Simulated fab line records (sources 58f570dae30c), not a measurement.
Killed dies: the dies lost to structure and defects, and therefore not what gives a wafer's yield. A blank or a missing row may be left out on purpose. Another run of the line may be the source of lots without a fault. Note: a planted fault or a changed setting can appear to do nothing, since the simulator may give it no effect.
Split-lot experiment + flow berkeley cmos170 + 5 lots, 23 wafers read, on a route of 331 steps

== THE SPLIT ==
At UCB170_PWELL_CVD_05 (deposits Si3N4 from SiH2Cl2/NH3, target thk 220 nm, time 3300 s), the setting pressure mtorr was moved away from the recipe's 200 mTorr on 15 of the 23 wafers read, by -13.2% to +13.6%. For the rest of the wafers, this setting stayed at what the recipe calls for.

The file shows no step between the split and the reading.

== THE READING ==
PWELL_NITRIDE_THK, in nm, at UCB170_PWELL_THK_MEAS_06. Fault-free wafers of this fab line usually give 219.0 nm, standard deviation 1.9 nm.

| wafer  | tool, chamber at the split | pressure mtorr as run, mTorr | against the recipe | PWELL_NITRIDE_THK, nm | against lot-mates on the recipe |
|--------|----------------------------|------------------------------|--------------------|-----------------------|---------------------------------|
| L074.1 | -, -                       | 227.2                        | +13.6%             | 229.5                 | no lot-mate on the recipe       |
| L074.2 | -, -                       | 227.2                        | +13.6%             | 228.0                 | no lot-mate on the recipe       |
| L074.4 | -, -                       | 227.2                        | +13.6%             | 228.4                 | no lot-mate on the recipe       |
| L074.5 | -, -                       | 227.2                        | +13.6%             | 230.2                 | no lot-mate on the recipe       |
| L074.6 | -, -                       | 227.2                        | +13.6%             | 225.4                 | no lot-mate on the recipe       |
| L077.1 | -, -                       | 173.7                        | -13.2%             | 208.3                 | no lot-mate on the recipe       |
| L077.3 | -, -                       | 173.7                        | -13.2%             | 208.9                 | no lot-mate on the recipe       |
| L077.4 | -, -                       | 173.7                        | -13.2%             | 208.6                 | no lot-mate on the recipe       |
| L077.5 | -, -                       | 173.7                        | -13.2%             | 208.2                 | no lot-mate on the recipe       |
| L077.6 | -, -                       | 173.7                        | -13.2%             | 207.6                 | no lot-mate on the recipe       |
| L078.2 | -, -                       | 212.5                        | +6.2%              | 221.5                 | no lot-mate on the recipe       |
| L078.3 | -, -                       | 212.5                        | +6.2%              | 221.0                 | no lot-mate on the recipe       |
| L078.4 | -, -                       | 212.5                        | +6.2%              | 221.3                 | no lot-mate on the recipe       |
| L078.5 | -, -                       | 212.5                        | +6.2%              | 222.0                 | no lot-mate on the recipe       |
| L078.6 | -, -                       | 212.5                        | +6.2%              | 221.5                 | no lot-mate on the recipe       |
| L079.1 | lpcvd-02, 1                | 200                          | recipe             | 220.5                 | -                               |
| L079.3 | lpcvd-02, 1                | 200                          | recipe             | 219.2                 | -                               |
| L079.5 | lpcvd-02, 1                | 200                          | recipe             | 220.9                 | -                               |
| L080.1 | -, -                       | 200                          | recipe             | 218.1                 | -                               |
| L080.3 | -, -                       | 200                          | recipe             | 218.2                 | -                               |
| L080.4 | -, -                       | 200                          | recipe             | 218.2                 | -                               |
| L080.5 | -, -                       | 200                          | recipe             | 218.7                 | -                               |
| L080.6 | -, -                       | 200                          | recipe             | 217.0                 | -                               |

THE FIT
A straight line over all 23 wafers: PWELL_NITRIDE_THK changes by +0.726 nm for each +1% of pressure mtorr; r = +0.98; the points scatter about the line by 1.4 nm.
Too few moved wafers have a lot-mate on the recipe to fit a line with each lot's own level taken away.

== THE WHOLE CHAIN: every reading that the file lists as answering this split, in the file's order ==
| step                     | what it does                                                    | reading                                                                       | change (the file's fit)               | r (the file's) |
|--------------------------|-----------------------------------------------------------------|-------------------------------------------------------------------------------|---------------------------------------|----------------|
| UCB170_PWELL_CVD_05      | deposits Si3N4 from SiH2Cl2/NH3, target thk 220 nm, time 3300 s | Si3N4_of_PWELL_CVD_05.thk nm (the simulator's own value, which no gauge read) | +0.729 nm for each +1% of the setting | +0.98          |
| UCB170_PWELL_THK_MEAS_06 |                                                                 | PWELL_NITRIDE_THK                                                             | +0.726 for each +1% of the setting    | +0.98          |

== THE FILE'S OWN FIT ==
PWELL_NITRIDE_THK changes by +0.726 nm for each +1% of pressure mtorr, r = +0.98.
